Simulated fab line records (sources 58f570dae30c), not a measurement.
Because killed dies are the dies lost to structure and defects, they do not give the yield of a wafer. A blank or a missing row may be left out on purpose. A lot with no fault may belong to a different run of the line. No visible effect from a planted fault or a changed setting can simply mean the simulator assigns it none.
fab line records	flow berkeley_cmos170	part 2 of 2: steps 31 to 39 of 39
record: lots: 5	wafers: 15	last_day: 13
route steps=331 shown M2@291 V2@292 M3@309
lots that met no fault: from a run of the same line without faults
start_h: the number of hours between the record's first day and the start of the first shown wafer of the lot	wait_h: how many hours have passed since the lot's step before this one	" same as the row above	L1.1+2: several wafers, shown together as one row	- either no value or no given start	* or withheld: withheld	< > ~ a bound
route shown NAME@n: NAME is a module with steps in the file, n the number in the route of the first one	usual: mean/standard deviation of fault-free wafers	same: alike in all rows	chamber/n: place in a boat	sites: per-site readings	_std_site: the standard deviation of these	_edge_site: inner sites' mean taken away from outer sites' mean	radius_mm: for every site, how far away it sits from the centre of the wafer	mask NAME#n: copy n	behind: the most recent tool/chamber to have shaped the wafer	hold: what put the lot on hold/how long, in hours/how the hold closed	device: the transistor (n, p or np) that didn't switch	end of line: tests run on the same wafers once the route is complete	where a step has no rows: the recipe by itself	killed: dies that structure and defects cost at the first sort, which is not the same as the wafer's yield	map: dies across one wafer; x = killed, . = not, _ = none there
set.NAME: the run value of the setting; set.NAME@STEP: its run value at that earlier step	model.NAME: the simulator's own value behind a step, which no gauge read
lots seen at some steps along the route; tables by step, rows by wafer
services: when a tool's chamber went out of use (start_h, in hours from the record's first day, below 0 if earlier), for how many hours, and the reason
== steps ==
step: UCB170_M3_EXPOSE_12
recipe: mask_id: METAL3	target_cd_nm: 700	na: 0.5	sigma_outer: 0.6	source_shape: conventional	dose_mj: 26
lot.wafer	tool	chamber	start_h	wait_h	mask
L075.1+4+6	krf_scanner-01	0	193.00	-	METAL3#0
L077.2+3+6	krf_scanner-01	0	207.06	-	METAL3#0
L078.2+3+6	krf_scanner-02	0	210.18	-	METAL3#0
L091.3+5+6	krf_scanner-01	0	282.57	-	METAL3#0
L096.1+2+5	krf_scanner-01	0	307.35	-	METAL3#0
step: UCB170_M3_PEB_13
recipe: peb_temp_c: 130	peb_time_s: withheld	resist: KrF
lot.wafer	tool	chamber	start_h	wait_h
L075.1+4+6	litho_track-02	0	193.11	0.1
L077.2+3+6	litho_track-03	0	207.18	0.1
L078.2+3+6	litho_track-02	0	210.30	0.1
L091.3+5+6	litho_track-02	0	283.59	1.0
L096.1+2+5	litho_track-02	0	308.08	0.7
step: UCB170_M3_DEVELOP_14
recipe: developer: TMAH	develop_time_s: 45	resist: KrF	dev_temp_c: 21
usual: developer_temp_C: 21.00/0.096
lot.wafer	tool	chamber	start_h	wait_h	developer_temp_C
L075.1	litho_track-02	0	-	-	21.05
L075.4	"	0	"	"	21.12
L075.6	"	0	"	"	20.96
L077.2	litho_track-03	0	-	-	20.89
L077.3	"	0	"	"	21.15
L077.6	"	0	"	"	21.10
L078.2	litho_track-02	0	-	-	21.07
L078.3	"	0	"	"	21.05
L078.6	"	0	"	"	20.99
L091.3	litho_track-02	0	-	-	20.98
L091.5	"	0	"	"	20.99
L091.6	"	0	"	"	20.83
L096.1	litho_track-02	0	-	-	20.82
L096.2	"	0	"	"	20.98
L096.5	"	0	"	"	20.91
step: UCB170_M3_CD_MEAS_15
recipe: target_cd_nm: 700
usual: cd_nm: 700.3/1.1
lot.wafer	tool	chamber	start_h	wait_h	cd_nm
L075.1	cd_sem-02	-	193.39	-	701.8
L075.4	"	-	"	"	700.7
L075.6	"	-	"	"	700.9
L077.2	cd_sem-01	-	207.45	-	701.2
L077.3	"	-	"	"	701.0
L077.6	"	-	"	"	700.2
L078.2	cd_sem-01	-	210.57	-	700.4
L078.3	"	-	"	"	699.8
L078.6	"	-	"	"	699.2
L091.3	cd_sem-01	-	283.97	-	698.4
L091.5	"	-	"	"	699.1
L091.6	"	-	"	"	699.9
L096.1	cd_sem-02	-	308.41	-	700.9
L096.2	"	-	"	"	700.4
L096.5	"	-	"	"	701.8
step: UCB170_M3_OVL_MEAS_16
usual: M3_OVL: 1/4.4
lot.wafer	tool	chamber	start_h	wait_h	M3_OVL[nm]
L075.1	overlay-01	-	193.51	0.1	4
L075.4	"	-	"	"	2
L075.6	"	-	"	"	6
L077.2	overlay-01	-	207.55	0.1	11
L077.3	"	-	"	"	9
L077.6	"	-	"	"	14
L078.2	overlay-01	-	210.68	0.1	6
L078.3	"	-	"	"	4
L078.6	"	-	"	"	2
L091.3	overlay-02	-	284.06	0.1	2
L091.5	"	-	"	"	0
L091.6	"	-	"	"	6
L096.1	overlay-02	-	308.53	0.1	-10
L096.2	"	-	"	"	1
L096.5	"	-	"	"	5
step: UCB170_M3_ETCH_17
recipe: chemistry: N2/H2	target_depth_a: withheld	overetch_a: withheld	target: BARC	time_s: withheld	source_w: 500	bias_w: 100	pressure_mtorr: 30	n2_flow_sccm: 100	h2_flow_sccm: 200
usual: drypump_motor_current_A: 5.9/0.57	h2_flow_sccm: 199.9/0.6	n2_flow_sccm: 100.04/0.29	oes_product_au: 1.004/0.02	throttle_valve_pct: 13.26/0.17
lot.wafer	tool	chamber	start_h	wait_h	drypump_motor_current_A	h2_flow_sccm	n2_flow_sccm	oes_product_au	throttle_valve_pct
L075.1	rie_diel-01	1	193.54	0.0	5.8	200.1	99.85	0.969	13.10
L075.4	"	3	"	"	5.5	201.0	100.06	0.975	13.57
L075.6	"	3	"	"	5.5	200.9	100.39	0.975	13.59
L077.2	rie_diel-03	1	207.58	0.0	6.8	199.9	99.87	1.001	13.16
L077.3	"	0	"	"	5.8	200.0	99.93	1.011	13.26
L077.6	"	0	"	"	5.8	200.1	99.61	1.007	13.27
L078.2	rie_diel-03	0	210.71	0.0	5.8	200.2	99.88	1.000	13.26
L078.3	"	3	"	"	6.0	199.8	99.89	1.027	13.17
L078.6	"	1	"	"	6.8	200.6	100.57	1.007	13.15
L091.3	rie_diel-01	2	284.09	0.0	4.9	200.2	100.45	1.017	13.45
L091.5	"	1	"	"	5.8	200.6	100.19	0.967	13.10
L091.6	"	2	"	"	4.9	199.6	100.04	1.000	13.47
L096.1	rie_diel-01	0	308.56	0.0	5.0	200.3	100.04	0.968	13.03
L096.2	"	2	"	"	5.0	200.1	99.61	0.999	13.47
L096.5	"	0	"	"	5.0	199.6	100.32	0.978	13.04
step: UCB170_M3_METAL_ETCH_18
recipe: chemistry: Cl2/BCl3	target: Al	stop_on: SiO2	pressure_mtorr: 12	target_depth_a: 11700	over_etch_frac: 0.3	time_s: 195	icp_w: 600	bias_w: 120	Cl2_flow_sccm: 90	bcl3_flow_sccm: 45
usual: drypump_motor_current_A: 5.4/0.46	oes_product_au: 0.857/0.009	throttle_valve_pct: 24.23/0.19
lot.wafer	tool	chamber	start_h	wait_h	drypump_motor_current_A	oes_product_au	rf_hours_counter_h	throttle_valve_pct
L075.1	rie_metal-03	0	193.59	-	5.5	0.851	5	24.16
L075.4	"	0	"	"	5.5	0.862	-	24.17
L075.6	"	1	"	"	5.1	0.854	-	24.42
L077.2	rie_metal-03	0	207.63	-	5.5	0.870	5	24.16
L077.3	"	1	"	"	5.1	0.872	-	24.42
L077.6	"	0	"	"	5.5	0.860	-	24.18
L078.2	rie_metal-01	1	210.75	-	5.7	0.842	11	24.10
L078.3	"	0	"	"	6.4	0.844	-	23.92
L078.6	"	0	"	"	6.4	0.852	-	23.91
L091.3	rie_metal-02	1	284.19	-	5.3	0.862	-	24.45
L091.5	"	1	"	"	5.3	0.851	-	24.45
L091.6	"	0	"	"	4.8	0.843	-	24.24
L096.1	rie_metal-01	0	308.61	-	6.3	0.839	4	23.91
L096.2	"	1	"	"	5.8	0.860	13	24.10
L096.5	"	0	"	"	6.3	0.852	-	23.91
step: UCB170_M3_STRIP_19
recipe: chemistry: O2	power_w: 400	pressure_mtorr: 3500	platen_temp_c: withheld	o2_flow_sccm: 400	overash_fraction: 0.5
usual: drypump_motor_current_A: 5.6/0.48	oes_product_au: 0.545/0.012
lot.wafer	tool	chamber	start_h	wait_h	drypump_motor_current_A	oes_product_au	rf_hours_counter_h
L075.1	plasma_asher-04	0	193.77	0.1	4.9	0.551	42
L075.4	"	0	"	"	4.9	0.553	-
L075.6	"	1	"	"	5.3	0.529	-
L077.2	plasma_asher-04	0	207.81	0.1	4.9	0.546	43
L077.3	"	1	"	"	5.3	0.534	-
L077.6	"	0	"	"	4.8	0.560	-
L078.2	plasma_asher-02	0	210.94	0.1	5.6	0.548	50
L078.3	"	1	"	"	5.9	0.560	-
L078.6	"	1	"	"	5.9	0.547	-
L091.3	plasma_asher-04	1	284.35	0.1	5.3	0.553	-
L091.5	"	1	"	"	5.3	0.561	-
L091.6	"	0	"	"	4.9	0.542	-
L096.1	plasma_asher-04	1	308.79	0.1	5.3	0.532	54
L096.2	"	0	"	"	4.8	0.523	54
L096.5	"	1	"	"	5.3	0.536	-
step: UCB170_M3_CD_MEAS_90
recipe: target_cd_nm: 700
usual: cd_nm: 700/3.5
lot.wafer	tool	chamber	start_h	wait_h	cd_nm
L075.1	cd_sem-02	-	193.87	0.1	701
L075.4	"	-	"	"	699
L075.6	"	-	"	"	695
L077.2	cd_sem-01	-	207.93	0.1	698
L077.3	"	-	"	"	694
L077.6	"	-	"	"	696
L078.2	cd_sem-01	-	211.06	0.1	700
L078.3	"	-	"	"	699
L078.6	"	-	"	"	697
L091.3	cd_sem-01	-	284.46	0.1	702
L091.5	"	-	"	"	703
L091.6	"	-	"	"	699
L096.1	cd_sem-02	-	308.89	0.1	696
L096.2	"	-	"	"	697
L096.5	"	-	"	"	698
== services ==
tool	chamber	start_h	hours	kind
cmp-01	-	165.03	2.5	repair
krf_scanner-01	-	177.33	0.8	pm
krf_scanner-02	-	178.19	1.3	pm
krf_scanner-02	-	179.49	0.8	pm
rie_diel-03	3	192.42	7.6	repair
pvd_sputter-04	-	192.45	1.1	repair
rie_metal-03	1	194.80	3.5	repair
rie_diel-03	2	199.03	16.7	repair
cmp-02	-	200.28	13.1	pm
rie_diel-03	1	202.21	5.1	repair
krf_scanner-02	-	203.64	4.4	pm
rie_diel-01	3	205.07	26.3	repair
krf_scanner-01	-	208.01	4.4	pm
pvd_sputter-01	-	210.20	2.0	repair
plasma_asher-04	-	212.68	9.1	repair
cmp-02	-	213.37	6.7	pm
cmp-02	-	223.65	1.1	repair
plasma_asher-04	-	249.59	1.6	repair
cmp-02	-	250.17	1.9	repair
rie_diel-03	0	253.12	8.9	repair
krf_scanner-01	-	260.47	1.0	pm
pvd_sputter-04	-	268.07	1.9	repair
krf_scanner-01	-	272.60	0.7	repair
plasma_asher-02	-	282.34	2.1	repair
